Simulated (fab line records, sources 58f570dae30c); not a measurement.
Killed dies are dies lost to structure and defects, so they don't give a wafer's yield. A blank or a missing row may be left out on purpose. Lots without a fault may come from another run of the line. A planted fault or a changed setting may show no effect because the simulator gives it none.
Chamber matching | flow berkeley_cmos170 | UCB170_V2_CMP_02 on cmp-01: 4 sister chambers
The step polishes SiO2. 16 wafers are shown with their chamber, then 8 later ones without.

WAFERS WITH THEIR CHAMBER
wafer  | chamber | motor_current_A (A)
L896.3 | 1       | 13.6
L896.4 | 3       | 16.6
L896.5 | 3       | 16.5
L898.2 | 2       | 16.3
L898.4 | 1       | 14.7
L898.6 | 0       | 14.3
L902.2 | 0       | 14.5
L902.4 | 1       | 14.2
L902.6 | 0       | 15.0
L903.1 | 2       | 16.9
L903.2 | 0       | 15.2
L903.4 | 3       | 16.4
L909.1 | 1       | 14.1
L909.2 | 2       | 16.2
L909.6 | 2       | 17.1
L915.3 | 2       | 17.9

SIGNATURES (means of the wafers above)
reading         | chamber 0 | chamber 1 | chamber 2 | chamber 3 | scatter within a chamber
motor_current_A | 14.750    | 14.150    | 16.880    | 16.500    | 0.504
Rule: a wafer's distance from a chamber is the root of the sum, over the readings, of the square of ((its reading less the chamber's mean) divided by the reading's scatter). The wafer belongs to the nearest chamber; if the next one is less than 2 further off, it can't be placed. The scatter: the root of (the sum of the squares of (reading less its chamber's mean) over the shown wafers, divided by (wafers less chambers)).

WAFERS WITHOUT THEIR CHAMBER
wafer  | motor_current_A (A)
L915.4 | 14.3
L915.6 | 14.1
L916.1 | 17.3
L916.2 | 14.2
L916.6 | 15.3
L918.1 | 14.9
L918.5 | 17.0
L918.6 | 17.0

WHICH CHAMBER EACH WENT THROUGH
wafer  | from the rows above          | in truth
L915.4 | can't be placed: 1 or 0      | 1
L915.6 | can't be placed: 1 or 0      | 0
L916.1 | can't be placed: 2 or 3      | 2
L916.2 | can't be placed: 1 or 0      | 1
L916.6 | can't be placed: 0 or 1 or 3 | 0
L918.1 | can't be placed: 0 or 1      | 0
L918.5 | can't be placed: 2 or 3      | 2
L918.6 | can't be placed: 2 or 3      | 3
Placed correctly: 0 of 8. Can't be placed from these rows: 8 (the true chamber is among the candidates in 8). Placed wrongly: 0.
